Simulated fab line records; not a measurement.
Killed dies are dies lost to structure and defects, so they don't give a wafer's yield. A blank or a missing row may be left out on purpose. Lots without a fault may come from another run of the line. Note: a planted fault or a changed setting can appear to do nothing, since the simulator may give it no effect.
fab line records + flow rit_cmos
record:
- lots: 14
- wafers: 42
- last_day: 7
route steps=202 shown WELLDRIVE@50 NWELL@51 PWELL@52 M1@202
lots with no fault: from the same line, run without faults
start_h: start of the lot's first displayed wafer, in hours after the record's first day + wait_h: how many hours have passed since the lot's step before this one + " the same as in the row above + L1.1+2: several wafers, shown together as one row + - no value, or no start given + * or withheld: withheld + < > ~ a bound
route shown NAME@n: names a module that has steps shown in the file, with the first one's number in the route + usual: mean/standard deviation of fault-free wafers + same: alike in all rows + chamber/n: place in a boat + sites: the reading at each site + _std_site: standard deviation of those values + _edge_site: the outer-site mean with the inner-site mean subtracted + radius_mm: how far each site lies from the wafer's centre + mask NAME#n: copy n + behind: the tool/chamber that last shaped the wafer + hold: reason for holding the lot/hours on hold/outcome of the hold + device: which transistor (n, p or np) failed to switch + end of line: tests of these same wafers at the route's end + step lacking rows: just its recipe + killed: dies lost to structure and defects at the first sort, not the wafer's yield + map: dies across one wafer; x = killed, . = not, _ = none there
set.NAME: setting as actually run; set.NAME@STEP: the setting as run at that earlier step + model.NAME: the simulator's own value behind a step, which no gauge read
route steps across a sampled set of lots; one table per step, one row per wafer
services: a tool's chamber out of use, with start hour (start_h, from the record's first day; less than 0 if before it), hours out, and reason
== steps ==
step: RIT_WELLDRIVE_ANNEAL_00
recipe:
- temp_c: 1100
- time_s: 14700
- ambient: N2
usual:
- spike_tc_centre_C: 1102.5/1.1
- spike_tc_load_C: 1124.3/2.3
- spike_tc_source_C: 1124.8/2.8
- tube_center_temp_C: 1100/0.096
- tube_center_temp_C_max: 1102.8/0.46
| lot.wafer | tool       | chamber | start_h | wait_h | spike_tc_centre_C | spike_tc_load_C | spike_tc_source_C | tube_center_temp_C | tube_center_temp_C_max |
|-----------|------------|---------|---------|--------|-------------------|-----------------|-------------------|--------------------|------------------------|
| L686.3    | furnace-03 | 0       | 24.57   | 0.8    | 1103.3            | 1122.9          | 1127.1            | 1100               | 1102.8                 |
| L686.4    | "          | 0       | "       | "      | 1103.2            | 1125.0          | 1127.1            | 1100               | 1103.4                 |
| L686.5    | "          | 0       | "       | "      | 1103.9            | 1124.4          | 1127.3            | 1100.1             | 1102.5                 |
| L687.2    | furnace-03 | 0       | 29.65   | 0.8    | 1102.6            | 1124.1          | 1128.1            | 1100               | 1102.3                 |
| L687.4    | "          | 0       | "       | "      | 1103.0            | 1124.3          | 1127.7            | 1100               | 1102.7                 |
| L687.6    | "          | 0       | "       | "      | 1103.8            | 1123.1          | 1125.9            | 1100.1             | 1102.6                 |
| L688.1    | furnace-03 | 0       | 38.59   | 4.8    | 1103.2            | 1124.8          | 1127.8            | 1100               | 1102.9                 |
| L688.2    | "          | 0       | "       | "      | 1101.1            | 1125.2          | 1129.8            | 1100               | 1102.2                 |
| L688.4    | "          | 0       | "       | "      | 1103.2            | 1124.1          | 1129.1            | 1099.9             | 1102.5                 |
| L689.3    | furnace-03 | 0       | 38.59   | 0.5    | 1101.9            | 1124.0          | 1128.6            | 1100               | 1102.7                 |
| L689.4    | "          | 0       | "       | "      | 1101.3            | 1124.0          | 1127.0            | 1100               | 1102.1                 |
| L689.5    | "          | 0       | "       | "      | 1103.8            | 1124.1          | 1127.4            | 1099.9             | 1102.7                 |
| L691.4    | furnace-03 | 0       | 49.25   | 0.0    | 1102.6            | 1122.3          | 1128.4            | 1099.8             | 1102.1                 |
| L691.5    | "          | 0       | "       | "      | 1103.6            | 1124.7          | 1127.8            | 1099.9             | 1102.5                 |
| L691.6    | "          | 0       | "       | "      | 1104.4            | 1123.8          | 1128.3            | 1100.1             | 1103.2                 |
| L692.1    | furnace-02 | 0       | 53.78   | 0.1    | 1102.1            | 1127.9          | 1123.2            | 1100               | 1102.8                 |
| L692.4    | "          | 0       | "       | "      | 1101.5            | 1127.3          | 1120.6            | 1100               | 1102.4                 |
| L692.5    | "          | 0       | "       | "      | 1100.6            | 1125.7          | 1120.4            | 1100               | 1104.3                 |
| L699.1    | furnace-03 | 0       | 87.49   | 0.1    | 1123.5            | 1145.4          | 1149.3            | 1122.1             | 1125.8                 |
| L699.3    | "          | 0       | "       | "      | 1125.3            | 1146.3          | 1150.9            | 1121.9             | 1124.2                 |
| L699.6    | "          | 0       | "       | "      | 1124.5            | 1146.4          | 1150.1            | 1122               | 1124.8                 |
| L700.2    | furnace-02 | 0       | 93.75   | 0.0    | 1104.0            | 1127.3          | 1121.9            | 1100               | 1102.5                 |
| L700.4    | "          | 0       | "       | "      | 1101.6            | 1126.6          | 1119.8            | 1100.1             | 1102.7                 |
| L700.5    | "          | 0       | "       | "      | 1101.2            | 1127.6          | 1121.8            | 1100.1             | 1102.2                 |
| L702.2    | furnace-01 | 0       | 103.46  | 0.1    | 1101.3            | 1124.1          | 1124.6            | 1099.9             | 1102.3                 |
| L702.5    | "          | 0       | "       | "      | 1101.0            | 1122.1          | 1125.4            | 1099.9             | 1102.7                 |
| L702.6    | "          | 0       | "       | "      | 1102.3            | 1123.2          | 1122.4            | 1100               | 1103.1                 |
| L704.1    | furnace-03 | 0       | 112.70  | 0.1    | 1125.2            | 1147.1          | 1151.1            | 1122.2             | 1125.3                 |
| L704.3    | "          | 0       | "       | "      | 1125.6            | 1144.4          | 1150.1            | 1122               | 1125.4                 |
| L704.5    | "          | 0       | "       | "      | 1126.0            | 1147.4          | 1150.5            | 1122               | 1125.4                 |
| L705.2    | furnace-01 | 0       | 117.50  | 0.0    | 1100.0            | 1121.1          | 1122.8            | 1100               | 1103.3                 |
| L705.3    | "          | 0       | "       | "      | 1101.9            | 1120.4          | 1123.5            | 1100.1             | 1102.6                 |
| L705.4    | "          | 0       | "       | "      | 1100.3            | 1122.5          | 1124.2            | 1099.9             | 1103.0                 |
| L706.1    | furnace-02 | 0       | 123.13  | 0.1    | 1103.7            | 1126.4          | 1120.1            | 1100.1             | 1103.5                 |
| L706.2    | "          | 0       | "       | "      | 1100.2            | 1126.8          | 1121.3            | 1099.8             | 1103.3                 |
| L706.5    | "          | 0       | "       | "      | 1103.5            | 1126.9          | 1121.0            | 1100.2             | 1103.3                 |
| L707.1    | furnace-01 | 0       | 128.13  | 0.6    | 1101.2            | 1122.6          | 1121.8            | 1100               | 1102.6                 |
| L707.4    | "          | 0       | "       | "      | 1101.4            | 1122.0          | 1124.3            | 1100.2             | 1103.7                 |
| L707.6    | "          | 0       | "       | "      | 1102.7            | 1122.9          | 1125.7            | 1099.9             | 1103.2                 |
| L708.2    | furnace-02 | 0       | 133.54  | 0.0    | 1103.4            | 1127.8          | 1121.2            | 1099.8             | 1102.1                 |
| L708.3    | "          | 0       | "       | "      | 1104.2            | 1127.5          | 1123.0            | 1099.8             | 1103.0                 |
| L708.6    | "          | 0       | "       | "      | 1103.2            | 1128.7          | 1121.0            | 1099.9             | 1102.6                 |
step: RIT_WELLDRIVE_RS_MEAS_01
recipe:
- thk_meas_gauge: four-point-probe
usual:
- NWELL_RS: 275.2/0.64
| lot.wafer | tool          | chamber | start_h | wait_h | NWELL_RS[ohm/sq] |
|-----------|---------------|---------|---------|--------|------------------|
| L686.3    | film_metro-02 | -       | 29.69   | 0.0    | 274.7            |
| L686.4    | "             | -       | "       | "      | 275.1            |
| L686.5    | "             | -       | "       | "      | 275.1            |
| L687.2    | film_metro-02 | -       | 34.76   | 0.0    | 275.1            |
| L687.4    | "             | -       | "       | "      | 275.0            |
| L687.6    | "             | -       | "       | "      | 275.8            |
| L688.1    | film_metro-01 | -       | 43.68   | 0.0    | 276.0            |
| L688.2    | "             | -       | "       | "      | 275.2            |
| L688.4    | "             | -       | "       | "      | 276.1            |
| L689.3    | film_metro-02 | -       | 43.72   | 0.0    | 274.3            |
| L689.4    | "             | -       | "       | "      | 274.0            |
| L689.5    | "             | -       | "       | "      | 274.9            |
| L691.4    | film_metro-02 | -       | 54.39   | 0.1    | 275.3            |
| L691.5    | "             | -       | "       | "      | 274.0            |
| L691.6    | "             | -       | "       | "      | 274.7            |
| L692.1    | film_metro-02 | -       | 58.87   | 0.0    | 273.2            |
| L692.4    | "             | -       | "       | "      | 274.2            |
| L692.5    | "             | -       | "       | "      | 274.3            |
| L699.1    | film_metro-02 | -       | 92.57   | 0.0    | 252.6            |
| L699.3    | "             | -       | "       | "      | 252.3            |
| L699.6    | "             | -       | "       | "      | 252.6            |
| L700.2    | film_metro-01 | -       | 98.85   | 0.0    | 274.7            |
| L700.4    | "             | -       | "       | "      | 275.1            |
| L700.5    | "             | -       | "       | "      | 276.0            |
| L702.2    | film_metro-04 | -       | 108.56  | 0.0    | 274.7            |
| L702.5    | "             | -       | "       | "      | 274.0            |
| L702.6    | "             | -       | "       | "      | 275.6            |
| L704.1    | film_metro-01 | -       | 117.79  | 0.0    | 252.6            |
| L704.3    | "             | -       | "       | "      | 252.2            |
| L704.5    | "             | -       | "       | "      | 252.5            |
| L705.2    | film_metro-01 | -       | 122.61  | 0.0    | 275.9            |
| L705.3    | "             | -       | "       | "      | 275.8            |
| L705.4    | "             | -       | "       | "      | 275.3            |
| L706.1    | film_metro-01 | -       | 128.22  | 0.0    | 275.7            |
| L706.2    | "             | -       | "       | "      | 275.8            |
| L706.5    | "             | -       | "       | "      | 276.1            |
| L707.1    | film_metro-04 | -       | 133.21  | 0.0    | 276.6            |
| L707.4    | "             | -       | "       | "      | 276.3            |
| L707.6    | "             | -       | "       | "      | 275.8            |
| L708.2    | film_metro-04 | -       | 138.64  | 0.0    | 275.1            |
| L708.3    | "             | -       | "       | "      | 275.0            |
| L708.6    | "             | -       | "       | "      | 275.6            |
step: RIT_WELLDRIVE_RS_MEAS_02
recipe:
- thk_meas_gauge: four-point-probe
usual:
- PWELL_RS: 430.5/1.2
| lot.wafer | tool          | chamber | start_h | wait_h | PWELL_RS[ohm/sq] |
|-----------|---------------|---------|---------|--------|------------------|
| L686.3    | film_metro-02 | -       | 29.81   | 0.1    | 428.7            |
| L686.4    | "             | -       | "       | "      | 429.2            |
| L686.5    | "             | -       | "       | "      | 428.9            |
| L687.2    | film_metro-02 | -       | 34.88   | 0.1    | 430.4            |
| L687.4    | "             | -       | "       | "      | 428.4            |
| L687.6    | "             | -       | "       | "      | 429.9            |
| L688.1    | film_metro-01 | -       | 43.80   | 0.1    | 429.8            |
| L688.2    | "             | -       | "       | "      | 433.3            |
| L688.4    | "             | -       | "       | "      | 432.1            |
| L689.3    | film_metro-02 | -       | 43.84   | 0.1    | 429.0            |
| L689.4    | "             | -       | "       | "      | 431.0            |
| L689.5    | "             | -       | "       | "      | 430.9            |
| L691.4    | film_metro-02 | -       | 54.51   | 0.1    | 430.8            |
| L691.5    | "             | -       | "       | "      | 428.6            |
| L691.6    | "             | -       | "       | "      | 430.5            |
| L692.1    | film_metro-02 | -       | 58.99   | 0.1    | 431.2            |
| L692.4    | "             | -       | "       | "      | 432.8            |
| L692.5    | "             | -       | "       | "      | 431.1            |
| L699.1    | film_metro-02 | -       | 92.69   | 0.1    | 406.1            |
| L699.3    | "             | -       | "       | "      | 406.5            |
| L699.6    | "             | -       | "       | "      | 406.1            |
| L700.2    | film_metro-01 | -       | 98.97   | 0.1    | 428.7            |
| L700.4    | "             | -       | "       | "      | 430.7            |
| L700.5    | "             | -       | "       | "      | 429.0            |
| L702.2    | film_metro-04 | -       | 108.68  | 0.1    | 430.8            |
| L702.5    | "             | -       | "       | "      | 430.5            |
| L702.6    | "             | -       | "       | "      | 431.6            |
| L704.1    | film_metro-01 | -       | 117.91  | 0.1    | 406.0            |
| L704.3    | "             | -       | "       | "      | 405.8            |
| L704.5    | "             | -       | "       | "      | 406.6            |
| L705.2    | film_metro-01 | -       | 122.73  | 0.1    | 430.5            |
| L705.3    | "             | -       | "       | "      | 431.5            |
| L705.4    | "             | -       | "       | "      | 431.6            |
| L706.1    | film_metro-01 | -       | 128.34  | 0.1    | 430.4            |
| L706.2    | "             | -       | "       | "      | 429.8            |
| L706.5    | "             | -       | "       | "      | 430.4            |
| L707.1    | film_metro-04 | -       | 133.33  | 0.1    | 431.6            |
| L707.4    | "             | -       | "       | "      | 430.0            |
| L707.6    | "             | -       | "       | "      | 432.2            |
| L708.2    | film_metro-04 | -       | 138.76  | 0.1    | 429.6            |
| L708.3    | "             | -       | "       | "      | 431.2            |
| L708.6    | "             | -       | "       | "      | 428.4            |
step: RIT_M1_PROBE_99
usual:
- killed_at_contacts: 0.1/0.24
- killed_at_front_end: 7.1/2.8
- killed_dies: 7.2/2.8
- killed_open: 3.6/2.1
- killed_short: 3.6/1.9
same:
- gross_dies: 264
- killed_at_M0_to_M3: 0
- killed_at_M4_up: 0
- killed_at_back_side: 0
- killed_at_other: 0
| lot.wafer | tool      | chamber | start_h | wait_h | killed_at_contacts | killed_at_front_end | killed_dies | killed_open | killed_short |
|-----------|-----------|---------|---------|--------|--------------------|---------------------|-------------|-------------|--------------|
| L699.1    | prober-01 | -       | 121.32  | 0.1    | 1                  | 12                  | 13          | 5           | 8            |
| L699.3    | prober-01 | -       | 121.42  | 0.2    | 0                  | 8                   | 8           | 4           | 4            |
| L699.6    | prober-01 | -       | 121.57  | 0.2    | 0                  | 8                   | 8           | 3           | 5            |
| L700.2    | prober-02 | -       | 127.86  | 0.1    | 0                  | 14                  | 14          | 7           | 7            |
| L700.4    | prober-02 | -       | 127.96  | 0.2    | 0                  | 9                   | 9           | 3           | 6            |
| L700.5    | prober-02 | -       | 128.01  | 0.2    | 0                  | 12                  | 12          | 7           | 5            |
| L702.2    | prober-02 | -       | 138.07  | 0.1    | 0                  | 7                   | 7           | 3           | 4            |
| L702.5    | prober-02 | -       | 138.22  | 0.2    | 0                  | 5                   | 5           | 2           | 3            |
| L702.6    | prober-02 | -       | 138.27  | 0.2    | 0                  | 12                  | 12          | 7           | 5            |
| L704.1    | prober-02 | -       | 146.75  | 0.1    | 0                  | 10                  | 10          | 5           | 5            |
| L704.3    | prober-02 | -       | 146.85  | 0.2    | 1                  | 12                  | 13          | 7           | 6            |
| L704.5    | prober-02 | -       | 146.95  | 0.2    | 0                  | 7                   | 7           | 3           | 4            |
| L705.3    | prober-01 | -       | 153.12  | 0.2    | 0                  | 9                   | 9           | 4           | 5            |
| L706.1    | prober-02 | -       | 157.55  | 0.1    | 0                  | 9                   | 9           | 2           | 7            |
| L706.2    | prober-02 | -       | 157.60  | 0.1    | 0                  | 7                   | 7           | 2           | 5            |
| L706.5    | prober-02 | -       | 157.75  | 0.2    | 0                  | 5                   | 5           | 1           | 4            |
| L707.1    | prober-01 | -       | 161.88  | 0.1    | 0                  | 10                  | 10          | 6           | 4            |
| L707.4    | prober-01 | -       | 162.03  | 0.2    | 0                  | 5                   | 5           | 0           | 5            |
| L707.6    | prober-01 | -       | 162.13  | 0.2    | 0                  | 8                   | 8           | 2           | 6            |
killed by level:class
L699.1 GATE:geometric_particle:short=6 GATE:geometric_particle:open=2 FOX1:geometric_particle:short=1 FOX1:geometric_particle:open=1 SPACER:geometric_particle:short=1 SPACER:geometric_particle:open=1 CONTACT:geometric_particle:open=1
L699.3 FOX1:geometric_particle:short=2 REOX:geometric_particle:open=2 FOX1:geometric_particle:open=1 GATE:geometric_particle:short=1 GATE:geometric_particle:open=1 SPACER:geometric_particle:short=1
L699.6 GATE:geometric_particle:short=3 FOX1:geometric_particle:short=2 REOX:geometric_particle:open=2 GATE:geometric_particle:open=1
L700.2 FOX1:geometric_particle:open=3 FOX1:geometric_particle:short=3 REOX:geometric_particle:short=3 SILICIDE:geometric_particle:open=2 FOX2:geometric_particle:open=1 REOX:geometric_particle:open=1 SILICIDE:geometric_particle:short=1
L700.4 FOX1:geometric_particle:short=2 GATE:geometric_particle:short=2 FOX2:geometric_particle:open=1 REOX:geometric_particle:open=1 REOX:geometric_particle:short=1 SPACER:geometric_particle:short=1 SILICIDE:geometric_particle:open=1
L700.5 GATE:geometric_particle:open=4 GATE:geometric_particle:short=4 FOX1:geometric_particle:open=2 REOX:geometric_particle:short=1 SILICIDE:geometric_particle:open=1
L702.2 SPACER:geometric_particle:open=2 SILICIDE:geometric_particle:short=2 FOX2:geometric_particle:short=1 GATE:geometric_particle:open=1 SPACER:geometric_particle:short=1
L702.5 GATE:geometric_particle:open=1 GATE:geometric_particle:short=1 REOX:geometric_particle:short=1 REOX:geometric_particle:open=1 SILICIDE:geometric_particle:short=1
L702.6 GATE:geometric_particle:open=3 SPACER:geometric_particle:short=3 SPACER:geometric_particle:open=3 GATE:geometric_particle:short=1 SILICIDE:geometric_particle:short=1 SILICIDE:geometric_particle:open=1
L704.1 GATE:geometric_particle:short=4 GATE:geometric_particle:open=3 FOX1:geometric_particle:open=1 SILICIDE:geometric_particle:short=1 REOX:geometric_particle:open=1
L704.3 GATE:geometric_particle:short=3 GATE:geometric_particle:open=2 SILICIDE:geometric_particle:open=2 FOX1:geometric_particle:open=1 FOX2:geometric_particle:open=1 REOX:geometric_particle:short=1 REOX:geometric_particle:open=1 SILICIDE:geometric_particle:short=1
L704.5 FOX1:geometric_particle:short=1 FOX2:geometric_particle:short=1 GATE:geometric_particle:open=1 GATE:geometric_particle:short=1 REOX:geometric_particle:open=1 SILICIDE:geometric_particle:short=1 SILICIDE:geometric_particle:open=1
L705.3 FOX1:geometric_particle:open=2 FOX2:geometric_particle:short=2 SILICIDE:geometric_particle:short=2 GATE:geometric_particle:open=1 REOX:geometric_particle:open=1 SPACER:geometric_particle:short=1
L706.1 FOX2:geometric_particle:short=3 GATE:geometric_particle:short=3 FOX1:geometric_particle:open=1 FOX2:geometric_particle:open=1 SPACER:geometric_particle:short=1
L706.2 GATE:geometric_particle:short=4 FOX2:geometric_particle:short=1 GATE:geometric_particle:open=1 SPACER:geometric_particle:open=1
L706.5 FOX2:geometric_particle:short=2 FOX1:geometric_particle:open=1 FOX1:geometric_particle:short=1 SPACER:geometric_particle:short=1
L707.1 GATE:geometric_particle:open=4 GATE:geometric_particle:short=2 FOX1:geometric_particle:open=1 FOX2:geometric_particle:open=1 SPACER:geometric_particle:short=1 SILICIDE:geometric_particle:short=1
L707.4 GATE:geometric_particle:short=2 FOX1:geometric_particle:short=1 SPACER:geometric_particle:short=1 SILICIDE:geometric_particle:short=1
L707.6 GATE:geometric_particle:short=2 GATE:geometric_particle:open=2 SPACER:geometric_particle:short=2 SILICIDE:geometric_particle:short=2
== services ==
| tool       | chamber | start_h | hours | kind |
|------------|---------|---------|-------|------|
| furnace-01 | -       | 10.44   | 3.5   | pm   |
| furnace-02 | -       | 12.87   | 2.9   | pm   |
| furnace-01 | -       | 23.50   | 4.1   | pm   |
| furnace-01 | -       | 32.05   | 13.9  | pm   |
== key ==
first_sign:
- step: RIT_WELLDRIVE_ANNEAL_00
- reading: tube_center_temp_C
- direction: up
- sigmas: 99+
- usual: *
- struck: *
effect:
- step: RIT_WELLDRIVE_ANNEAL_00
- reading: tube_center_temp_C_max
- direction: up
- sigmas: 49
- usual: *
- struck: *
effect:
- step: RIT_WELLDRIVE_RS_MEAS_01
- reading: NWELL_RS
- direction: down
- sigmas: 35
- usual: 275.2
- struck: 252.5
effect:
- step: RIT_WELLDRIVE_RS_MEAS_02
- reading: PWELL_RS
- direction: down
- sigmas: 21
- usual: 430.5
- struck: 406.2
met_at RIT_WELLDRIVE_ANNEAL_00
struck_lots L699,L704
tester_left_out L699,L704
onset_between 49.25 87.49
fault:
- kind: process_parameter_drift
- tool: furnace-03
- chamber: -
- onset_h: 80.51
- steps: RIT_WELLDRIVE_ANNEAL_00
- channel: temp_c
- offset: *
- shape: step
- end_h: 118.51
- acts_in: *
- stated: *
tester_left_out: of these lots the tester's yield and bins aren't shown, on N5 and GAA mostly nor the transistor test; their killed dies are dies lost to structure and defects alone, not to doping, threshold or leakage, so they don't give the yield
